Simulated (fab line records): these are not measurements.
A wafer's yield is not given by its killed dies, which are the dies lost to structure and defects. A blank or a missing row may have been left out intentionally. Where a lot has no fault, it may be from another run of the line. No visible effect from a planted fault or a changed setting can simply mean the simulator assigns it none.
fab line records | flow ritCmos
record: lots: 14 | wafers: 42 | lastDay: 7
route steps=202 shown NLDD@160 SILICIDE@162 CONTACT@168 M1@202
lots that met no fault: taken from a fault-free run of the same line
startH: hours from the record's first day to the start of the lot's first wafer shown | waitH: how many hours have passed since the lot's step before this one | " the same as in the row above | L1.1+2: several wafers, shown together as one row | - no value present, or no start provided | * or withheld: withheld | < > ~ a bound
route shown NAME@n: names a module that has steps shown in the file, with the first one's number in the route | usual: mean/standard deviation taken from wafers without a fault | same: alike in all rows | chamber/n: place in a boat | sites: readings site by site | _std_site: the values' standard deviation | _edge_site: mean of outer sites minus mean of inner sites | radiusMm: for every site, how far away it sits from the centre of the wafer | mask NAME#n: copy n | behind: the most recent tool/chamber to have shaped the wafer | hold: why the lot went on hold/how many hours it stayed there/how the hold came to an end | device: the transistor (n, p or np) that didn't switch | end of line: tests of these same wafers at the route's end | a step without rows: its recipe alone | killed: not the wafer's yield, but the dies lost to structure and defects at the first sort | map: a wafer's dies, x killed, . not, _ none there
set.NAME: setting as actually run; set.NAME@STEP: the setting as run at that earlier step | model.NAME: the simulator's own value behind a step, which no gauge read
steps of the route over a sample of lots; a table a step, a row a wafer
services: the hour from which a tool's chamber was out of use, counted from the record's first day as startH (under 0 if before that day), plus the number of hours and why
== steps ==
step: RIT_SDANNEAL_RS_MEAS_07
recipe: thkMeasGauge: four-point-probe
usual: NLDD_RS: 154.5/0.61
lot.wafer | tool         | chamber | startH | waitH | NLDD_RS[ohm/sq]
L980.3    | filmMetro-01 | -       | 55.63  | 0.1   | 154.0
L980.5    | "            | -       | "      | "     | 154.8
L980.6    | "            | -       | "      | "     | 154.3
L981.1    | filmMetro-01 | -       | 57.19  | 0.1   | 154.7
L981.5    | "            | -       | "      | "     | 154.2
L981.6    | "            | -       | "      | "     | 154.9
L982.2    | filmMetro-01 | -       | 65.78  | 0.1   | 155.0
L982.3    | "            | -       | "      | "     | 155.0
L982.6    | "            | -       | "      | "     | 155.1
L983.1    | filmMetro-01 | -       | 72.17  | 0.1   | 154.2
L983.3    | "            | -       | "      | "     | 154.2
L983.6    | "            | -       | "      | "     | 154.6
L984.2    | filmMetro-01 | -       | 79.14  | 0.1   | 154.7
L984.3    | "            | -       | "      | "     | 154.6
L984.4    | "            | -       | "      | "     | 154.1
L985.2    | filmMetro-04 | -       | 81.15  | 0.1   | 153.1
L985.4    | "            | -       | "      | "     | 154.0
L985.5    | "            | -       | "      | "     | 154.0
L986.3    | filmMetro-02 | -       | 82.19  | 0.1   | 154.5
L986.4    | "            | -       | "      | "     | 153.8
L986.6    | "            | -       | "      | "     | 154.1
L987.3    | filmMetro-02 | -       | 86.14  | 0.1   | 154.5
L987.4    | "            | -       | "      | "     | 154.5
L987.6    | "            | -       | "      | "     | 155.0
L988.1    | filmMetro-02 | -       | 90.47  | 0.1   | 155.0
L988.2    | "            | -       | "      | "     | 155.7
L988.5    | "            | -       | "      | "     | 155.7
L995.2    | filmMetro-01 | -       | 125.93 | 0.1   | 154.3
L995.3    | "            | -       | "      | "     | 154.8
L995.5    | "            | -       | "      | "     | 154.2
L997.2    | filmMetro-04 | -       | 133.87 | 0.1   | 154.9
L997.3    | "            | -       | "      | "     | 154.6
L997.4    | "            | -       | "      | "     | 155.1
L998.1    | filmMetro-01 | -       | 140.67 | 0.1   | 154.6
L998.4    | "            | -       | "      | "     | 155.2
L998.5    | "            | -       | "      | "     | 155.3
L100.2    | filmMetro-04 | -       | 150.97 | 0.1   | 154.1
L100.5    | "            | -       | "      | "     | 154.1
L100.6    | "            | -       | "      | "     | 154.0
L102.1    | filmMetro-01 | -       | 161.68 | 0.1   | 154.4
L102.4    | "            | -       | "      | "     | 154.2
L102.6    | "            | -       | "      | "     | 154.2
step: RIT_SILICIDE_SPUTTER_01
recipe: material: Ti | targetThkNm: 30 | powerW: 350 | chamberPressurePa: 0.667 | gas: Ar | timeS: 240 | substrateTempC: 25
usual: substrateTempC: 24.98/0.12 | throttleValvePct: 30.1/0.92
lot.wafer | tool          | chamber | startH | waitH | substrateTempC | throttleValvePct
L980.3    | pvdSputter-04 | -       | 55.73  | 0.0   | 25.20          | 31.6
L980.5    | "             | -       | "      | "     | 24.92          | 29.7
L980.6    | "             | -       | "      | "     | 24.87          | 29.3
L981.1    | pvdSputter-03 | -       | 57.32  | 0.0   | 24.83          | 29.7
L981.5    | "             | -       | "      | "     | 24.98          | 29.9
L981.6    | "             | -       | "      | "     | 25.01          | 28.8
L982.2    | pvdSputter-04 | -       | 65.91  | 0.0   | 24.99          | 31.8
L982.3    | "             | -       | "      | "     | 24.80          | 29.3
L982.6    | "             | -       | "      | "     | 24.97          | 30.4
L983.1    | pvdSputter-01 | -       | 72.30  | 0.0   | 25.04          | 30.5
L983.3    | "             | -       | "      | "     | 24.98          | 31.2
L983.6    | "             | -       | "      | "     | 24.61          | 30.3
L984.2    | pvdSputter-03 | -       | 79.27  | 0.0   | 24.92          | 30.6
L984.3    | "             | -       | "      | "     | 24.92          | 29.0
L984.4    | "             | -       | "      | "     | 24.81          | 29.6
L985.2    | pvdSputter-04 | -       | 81.26  | 0.0   | 25.25          | 29.2
L985.4    | "             | -       | "      | "     | 24.86          | 30.6
L985.5    | "             | -       | "      | "     | 25.07          | 29.1
L986.3    | pvdSputter-03 | -       | 82.30  | 0.0   | 24.89          | 29.2
L986.4    | "             | -       | "      | "     | 25.21          | 30.7
L986.6    | "             | -       | "      | "     | 24.91          | 29.0
L987.3    | pvdSputter-04 | -       | 86.23  | 0.0   | 25.05          | 30.4
L987.4    | "             | -       | "      | "     | 25.01          | 31.8
L987.6    | "             | -       | "      | "     | 25.13          | 30.5
L988.1    | pvdSputter-03 | -       | 90.61  | 0.0   | 24.92          | 28.9
L988.2    | "             | -       | "      | "     | 25.10          | 30.8
L988.5    | "             | -       | "      | "     | 24.99          | 28.8
L995.2    | pvdSputter-04 | -       | 126.04 | 0.0   | 25.06          | 29.5
L995.3    | "             | -       | "      | "     | 24.93          | 29.8
L995.5    | "             | -       | "      | "     | 24.95          | 30.4
L997.2    | pvdSputter-04 | -       | 133.98 | 0.0   | 25.00          | 29.4
L997.3    | "             | -       | "      | "     | 25.03          | 29.5
L997.4    | "             | -       | "      | "     | 25.00          | 30.9
L998.1    | pvdSputter-03 | -       | 140.80 | 0.0   | 24.83          | 29.8
L998.4    | "             | -       | "      | "     | 24.92          | 28.9
L998.5    | "             | -       | "      | "     | 24.97          | 28.7
L100.2    | pvdSputter-03 | -       | 151.08 | 0.0   | 25.16          | 29.4
L100.5    | "             | -       | "      | "     | 24.97          | 29.5
L100.6    | "             | -       | "      | "     | 24.91          | 30.5
L102.1    | pvdSputter-03 | -       | 161.81 | 0.0   | 24.92          | 30.7
L102.4    | "             | -       | "      | "     | 25.06          | 29.7
L102.6    | "             | -       | "      | "     | 24.98          | 30.9
step: RIT_SILICIDE_RS_MEAS_02
recipe: thkMeasGauge: four-point-probe | reads: Ti_of_SILICIDE_SPUTTER_01
usual: SILICIDE_TI_RS: 47.7/0.83
lot.wafer | tool         | chamber | startH | waitH | SILICIDE_TI_RS[ohm/sq]
L980.3    | filmMetro-02 | -       | 55.92  | 0.1   | 47.1
L980.5    | "            | -       | "      | "     | 47.6
L980.6    | "            | -       | "      | "     | 47.9
L981.1    | filmMetro-02 | -       | 57.47  | 0.1   | 48.7
L981.5    | "            | -       | "      | "     | 49.3
L981.6    | "            | -       | "      | "     | 48.0
L982.2    | filmMetro-03 | -       | 66.08  | 0.1   | 46.6
L982.3    | "            | -       | "      | "     | 46.2
L982.6    | "            | -       | "      | "     | 46.9
L983.1    | filmMetro-03 | -       | 72.45  | 0.1   | 47.4
L983.3    | "            | -       | "      | "     | 47.2
L983.6    | "            | -       | "      | "     | 48.3
L984.2    | filmMetro-03 | -       | 79.44  | 0.1   | 47.6
L984.3    | "            | -       | "      | "     | 46.8
L984.4    | "            | -       | "      | "     | 49.2
L985.2    | filmMetro-03 | -       | 81.45  | 0.1   | 47.7
L985.4    | "            | -       | "      | "     | 48.4
L985.5    | "            | -       | "      | "     | 48.0
L986.3    | filmMetro-03 | -       | 82.49  | 0.1   | 47.8
L986.4    | "            | -       | "      | "     | 47.9
L986.6    | "            | -       | "      | "     | 47.8
L987.3    | filmMetro-02 | -       | 86.44  | 0.1   | 46.8
L987.4    | "            | -       | "      | "     | 47.0
L987.6    | "            | -       | "      | "     | 47.8
L988.1    | filmMetro-03 | -       | 90.76  | 0.1   | 47.4
L988.2    | "            | -       | "      | "     | 47.7
L988.5    | "            | -       | "      | "     | 47.2
L995.2    | filmMetro-03 | -       | 126.21 | 0.1   | 31.2
L995.3    | "            | -       | "      | "     | 46.5
L995.5    | "            | -       | "      | "     | 48.0
L997.2    | filmMetro-03 | -       | 134.15 | 0.1   | 31.2
L997.3    | "            | -       | "      | "     | 47.1
L997.4    | "            | -       | "      | "     | 47.7
L998.1    | filmMetro-02 | -       | 140.95 | 0.1   | 48.8
L998.4    | "            | -       | "      | "     | 47.4
L998.5    | "            | -       | "      | "     | 46.9
L100.2    | filmMetro-03 | -       | 151.25 | 0.1   | 50.0
L100.5    | "            | -       | "      | "     | 49.3
L100.6    | "            | -       | "      | "     | 49.0
L102.1    | filmMetro-02 | -       | 161.96 | 0.1   | 48.6
L102.4    | "            | -       | "      | "     | 49.8
L102.6    | "            | -       | "      | "     | 48.5
step: RIT_SILICIDE_THK_MEAS_03
recipe: thkMeasGauge: xrf | reads: Ti_of_SILICIDE_SPUTTER_01
usual: SILICIDE_TI_THK: 29.9/0.41
lot.wafer | tool         | chamber | startH | waitH | SILICIDE_TI_THK[nm]
L980.3    | filmMetro-02 | -       | 56.02  | 0.1   | 30.3
L980.5    | "            | -       | "      | "     | 30.1
L980.6    | "            | -       | "      | "     | 29.9
L981.1    | filmMetro-02 | -       | 57.59  | 0.1   | 29.4
L981.5    | "            | -       | "      | "     | 29.2
L981.6    | "            | -       | "      | "     | 29.8
L982.2    | filmMetro-03 | -       | 66.19  | 0.1   | 30.3
L982.3    | "            | -       | "      | "     | 30.4
L982.6    | "            | -       | "      | "     | 30.1
L983.1    | filmMetro-03 | -       | 72.57  | 0.1   | 29.9
L983.3    | "            | -       | "      | "     | 30.1
L983.6    | "            | -       | "      | "     | 29.7
L984.2    | filmMetro-03 | -       | 79.55  | 0.1   | 29.8
L984.3    | "            | -       | "      | "     | 30.0
L984.4    | "            | -       | "      | "     | 29.0
L985.2    | filmMetro-03 | -       | 81.56  | 0.1   | 29.7
L985.4    | "            | -       | "      | "     | 29.5
L985.5    | "            | -       | "      | "     | 29.8
L986.3    | filmMetro-03 | -       | 82.59  | 0.1   | 29.7
L986.4    | "            | -       | "      | "     | 29.6
L986.6    | "            | -       | "      | "     | 29.8
L987.3    | filmMetro-02 | -       | 86.54  | 0.1   | 30.4
L987.4    | "            | -       | "      | "     | 30.5
L987.6    | "            | -       | "      | "     | 30.1
L988.1    | filmMetro-03 | -       | 90.88  | 0.1   | 29.9
L988.2    | "            | -       | "      | "     | 29.8
L988.5    | "            | -       | "      | "     | 29.9
L995.2    | filmMetro-03 | -       | 126.32 | 0.1   | 42.1
L995.3    | "            | -       | "      | "     | 30.4
L995.5    | "            | -       | "      | "     | 29.7
L997.2    | filmMetro-03 | -       | 134.26 | 0.1   | 42.1
L997.3    | "            | -       | "      | "     | 30.2
L997.4    | "            | -       | "      | "     | 29.8
L998.1    | filmMetro-02 | -       | 141.07 | 0.1   | 29.7
L998.4    | "            | -       | "      | "     | 30.2
L998.5    | "            | -       | "      | "     | 30.6
L100.2    | filmMetro-03 | -       | 151.36 | 0.1   | 29.0
L100.5    | "            | -       | "      | "     | 29.4
L100.6    | "            | -       | "      | "     | 29.4
L102.1    | filmMetro-02 | -       | 162.08 | 0.1   | 29.7
L102.4    | "            | -       | "      | "     | 29.1
L102.6    | "            | -       | "      | "     | 29.7
step: RIT_CONTACT_CVD_00
recipe: material: SiO2 | targetThkNm: 400 | precursor: TEOS | tempC: 390 | timeS: 61 | rfW: 390.2
usual: heaterPowerW: 310/53
lot.wafer | tool     | chamber | startH | waitH | heaterPowerW
L980.3    | pecvd-02 | 2       | 56.23  | 0.0   | 326
L980.5    | "        | 2       | "      | "     | 319
L980.6    | "        | 1       | "      | "     | 306
L981.1    | pecvd-01 | 1       | 57.83  | 0.1   | 277
L981.5    | "        | 2       | "      | "     | 338
L981.6    | "        | 0       | "      | "     | 345
L982.2    | pecvd-03 | 0       | 66.45  | 0.0   | 352
L982.3    | "        | 1       | "      | "     | 265
L982.6    | "        | 1       | "      | "     | 272
L983.1    | pecvd-02 | 1       | 72.80  | 0.1   | 332
L983.3    | "        | 0       | "      | "     | 266
L983.6    | "        | 2       | "      | "     | 317
L984.2    | pecvd-01 | 1       | 79.77  | 0.0   | 303
L984.3    | "        | 0       | "      | "     | 341
L984.4    | "        | 1       | "      | "     | 310
L985.2    | pecvd-03 | 0       | 81.82  | 0.0   | 374
L985.4    | "        | 0       | "      | "     | 397
L985.5    | "        | 1       | "      | "     | 279
L986.3    | pecvd-02 | 2       | 82.80  | 0.0   | 306
L986.4    | "        | 1       | "      | "     | 337
L986.6    | "        | 2       | "      | "     | 323
L987.3    | pecvd-01 | 1       | 86.76  | 0.0   | 290
L987.4    | "        | 2       | "      | "     | 304
L987.6    | "        | 1       | "      | "     | 293
L988.1    | pecvd-03 | 2       | 91.25  | 0.1   | 415
L988.2    | "        | 1       | "      | "     | 262
L988.5    | "        | 2       | "      | "     | 416
L995.2    | pecvd-02 | 0       | 126.55 | 0.0   | 237
L995.3    | "        | 2       | "      | "     | 325
L995.5    | "        | 0       | "      | "     | 240
L997.2    | pecvd-03 | 1       | 134.49 | 0.0   | 292
L997.3    | "        | 0       | "      | "     | 383
L997.4    | "        | 1       | "      | "     | 215
L998.1    | pecvd-02 | 0       | 141.31 | 0.1   | 233
L998.4    | "        | 2       | "      | "     | 304
L998.5    | "        | 0       | "      | "     | 245
L100.2    | pecvd-03 | 0       | 151.59 | 0.0   | 390
L100.5    | "        | 1       | "      | "     | 251
L100.6    | "        | 0       | "      | "     | 315
L102.1    | pecvd-01 | 1       | 162.32 | 0.1   | 291
L102.4    | "        | 1       | "      | "     | 300
L102.6    | "        | 2       | "      | "     | 255
step: RIT_CONTACT_STRIP_12
recipe: chemistry: O2 | timeS: 180 | resist: NOVOLAK | platenTempC: withheld | powerW: 500 | pressureMtorr: 4000 | o2FlowSccm: 4000
usual: drypumpMotorCurrentA: 5.8/0.6
lot.wafer | tool           | chamber | startH | waitH | drypumpMotorCurrentA | rfHoursCounterH
L980.3    | plasmaAsher-02 | 0       | 57.87  | 0.2   | 6.7                  | -
L980.5    | "              | 0       | "      | "     | 6.7                  | -
L980.6    | "              | 1       | "      | "     | 5.9                  | -
L981.1    | plasmaAsher-04 | 0       | 59.56  | 0.1   | 5.7                  | 27
L981.5    | "              | 1       | "      | "     | 5.3                  | -
L981.6    | "              | 0       | "      | "     | 5.7                  | -
L982.2    | plasmaAsher-02 | 0       | 68.16  | 0.1   | 6.7                  | 43
L982.3    | "              | 0       | "      | "     | 6.7                  | -
L982.6    | "              | 0       | "      | "     | 6.7                  | -
L983.1    | plasmaAsher-03 | 1       | 74.51  | 0.1   | 6.3                  | 40
L983.3    | "              | 0       | "      | "     | 4.9                  | -
L983.6    | "              | 0       | "      | "     | 4.9                  | -
L984.2    | plasmaAsher-02 | 0       | 81.56  | 0.1   | 6.7                  | 45
L984.3    | "              | 1       | "      | "     | 5.9                  | -
L984.4    | "              | 0       | "      | "     | 6.7                  | -
L985.2    | plasmaAsher-04 | 0       | 83.73  | 0.1   | 5.7                  | 30
L985.4    | "              | 1       | "      | "     | 5.3                  | -
L985.5    | "              | 1       | "      | "     | 5.3                  | -
L986.3    | plasmaAsher-03 | 1       | 84.75  | 0.2   | 6.3                  | -
L986.4    | "              | 0       | "      | "     | 4.9                  | -
L986.6    | "              | 1       | "      | "     | 6.3                  | -
L987.3    | plasmaAsher-02 | 0       | 88.43  | 0.2   | 6.7                  | -
L987.4    | "              | 1       | "      | "     | 5.9                  | -
L987.6    | "              | 0       | "      | "     | 6.7                  | -
L988.1    | plasmaAsher-03 | 0       | 92.95  | 0.1   | 4.9                  | 43
L988.2    | "              | 1       | "      | "     | 6.3                  | 43
L988.5    | "              | 0       | "      | "     | 4.9                  | -
L995.2    | plasmaAsher-03 | 1       | 128.26 | 0.1   | 6.2                  | 47
L995.3    | "              | 0       | "      | "     | 4.9                  | -
L995.5    | "              | 1       | "      | "     | 6.2                  | -
L997.2    | plasmaAsher-03 | 1       | 136.06 | 0.1   | 6.2                  | 47
L997.3    | "              | 0       | "      | "     | 4.9                  | -
L997.4    | "              | 1       | "      | "     | 6.2                  | -
L998.1    | plasmaAsher-02 | 0       | 142.89 | 0.1   | 6.6                  | 52
L998.4    | "              | 0       | "      | "     | 6.7                  | -
L998.5    | "              | 0       | "      | "     | 6.6                  | -
L100.2    | plasmaAsher-02 | 0       | 153.29 | 0.1   | 6.7                  | 53
L100.5    | "              | 0       | "      | "     | 6.7                  | -
L100.6    | "              | 1       | "      | "     | 5.9                  | -
L102.1    | plasmaAsher-04 | 0       | 163.90 | 0.1   | 5.7                  | 38
L102.4    | "              | 1       | "      | "     | 5.3                  | -
L102.6    | "              | 1       | "      | "     | 5.3                  | -
step: RIT_M1_PROBE_99
usual: killed_at_M0_to_M3: 0.0/0.2 | killedAtContacts: 0.2/0.38 | killedAtFrontEnd: 6.7/3 | killedDies: 6.9/3 | killedOpen: 3.5/1.9 | killedShort: 3.3/2
same: grossDies: 264 | killed_at_M4_up: 0 | killedAtBackSide: 0 | killedAtOther: 0
lot.wafer | tool      | chamber | startH | waitH | killed_at_M0_to_M3 | killedAtContacts | killedAtFrontEnd | killedDies | killedOpen | killedShort
L986.3    | prober-01 | -       | 89.68  | 0.2   | 0                  | 0                | 5                | 5          | 4          | 1
L986.4    | prober-01 | -       | 89.73  | 0.2   | 0                  | 0                | 3                | 3          | 3          | 0
L986.6    | prober-01 | -       | 89.83  | 0.2   | 0                  | 0                | 1                | 1          | 0          | 1
L995.2    | prober-02 | -       | 133.50 | 0.1   | 0                  | 1                | 7                | 8          | 3          | 5
L995.3    | prober-02 | -       | 133.55 | 0.2   | 0                  | 0                | 4                | 4          | 3          | 1
L995.5    | prober-02 | -       | 133.65 | 0.2   | 0                  | 0                | 7                | 7          | 4          | 3
L997.2    | prober-02 | -       | 141.30 | 0.1   | 0                  | 0                | 11               | 11         | 6          | 5
L997.3    | prober-02 | -       | 141.35 | 0.2   | 0                  | 0                | 9                | 9          | 4          | 5
L997.4    | prober-02 | -       | 141.40 | 0.2   | 0                  | 0                | 3                | 3          | 3          | 0
L102.1    | prober-01 | -       | 168.75 | 0.1   | 0                  | 1                | 8                | 9          | 4          | 4
L102.4    | prober-01 | -       | 168.90 | 0.2   | 0                  | 0                | 4                | 4          | 2          | 2
L102.6    | prober-01 | -       | 169.00 | 0.2   | 0                  | 1                | 3                | 4          | 1          | 3
killed by level:class
L986.3 GATE:geometricParticle:open=3 GATE:geometricParticle:short=1 SPACER:geometricParticle:open=1
L986.4 SILICIDE:geometricParticle:open=2 SPACER:geometricParticle:open=1
L986.6 REOX:geometricParticle:short=1
L995.2 GATE:geometricParticle:short=2 SILICIDE:geometricParticle:short=2 FOX2:geometricParticle:short=1 SPACER:geometricParticle:open=1 SILICIDE:geometricParticle:open=1 CONTACT:geometricParticle:open=1
L995.3 FOX1:geometricParticle:open=1 FOX2:geometricParticle:short=1 FOX2:geometricParticle:open=1 GATE:geometricParticle:open=1
L995.5 SILICIDE:geometricParticle:open=2 FOX1:geometricParticle:short=1 FOX2:geometricParticle:short=1 GATE:geometricParticle:open=1 REOX:geometricParticle:short=1 SPACER:geometricParticle:open=1
L997.2 SPACER:geometricParticle:short=2 SPACER:geometricParticle:open=2 SILICIDE:geometricParticle:open=2 FOX2:geometricParticle:open=1 FOX2:geometricParticle:short=1 GATE:geometricParticle:short=1 GATE:geometricParticle:open=1 SILICIDE:geometricParticle:short=1
L997.3 FOX2:geometricParticle:short=2 SILICIDE:geometricParticle:open=2 GATE:geometricParticle:short=1 REOX:geometricParticle:short=1 REOX:geometricParticle:open=1 SPACER:geometricParticle:short=1 SPACER:geometricParticle:open=1
L997.4 FOX1:geometricParticle:open=1 GATE:geometricParticle:open=1 SPACER:geometricParticle:open=1
L102.1 FOX1:geometricParticle:short=2 SPACER:geometricParticle:open=2 GATE:geometricParticle:open=1 GATE:geometricParticle:short=1 SILICIDE:geometricParticle:short=1 SILICIDE:geometricParticle:open=1 CONTACT:coatMicrobubblePrinted=1
L102.4 GATE:geometricParticle:open=1 SPACER:geometricParticle:open=1 SPACER:geometricParticle:short=1 SILICIDE:geometricParticle:short=1
L102.6 FOX1:geometricParticle:short=2 REOX:geometricParticle:open=1 CONTACT:geometricParticle:short=1
== services ==
tool           | chamber | startH | hours | kind
pvdSputter-03  | -       | 35.44  | 8.2   | repair
pecvd-03       | -       | 44.92  | 5.5   | pm
plasmaAsher-04 | -       | 56.96  | 2.5   | repair
pvdSputter-04  | -       | 72.78  | 7.1   | repair
pecvd-02       | 2       | 93.08  | 4.9   | repair
pecvd-03       | -       | 110.12 | 0.8   | pm
pecvd-03       | 1       | 134.57 | 12.4  | repair
== key ==
firstSign: step: RIT_SILICIDE_RS_MEAS_02 | reading: SILICIDE_TI_RS | direction: down | sigmas: 20 | usual: 47.7 | struck: 31.2
effect: step: RIT_SILICIDE_THK_MEAS_03 | reading: SILICIDE_TI_THK | direction: up | sigmas: 30 | usual: 29.9 | struck: 42.1
metAt RIT_SILICIDE_SPUTTER_01
struckLots L995,L997
struckWafers L995.2,L997.2
testerLeftOut L995,L997
notActingAt RIT_SDANNEAL_RS_MEAS_07,RIT_CONTACT_CVD_00,RIT_CONTACT_STRIP_12
onsetBetween 81.26 126.04
fault: kind: processParameterDrift | tool: pvdSputter-04 | chamber: - | onsetH: 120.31 | steps: RIT_SILICIDE_SPUTTER_01 | channel: timeS | offset: * | shape: step | endH: 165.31 | stated: * | scope: struckWafersOnly
testerLeftOut: of these lots the tester's yield and bins aren't shown, on N5 and GAA mostly nor the transistor test; their killed dies are dies lost to structure and defects alone, not to doping, threshold or leakage, so they don't give the yield
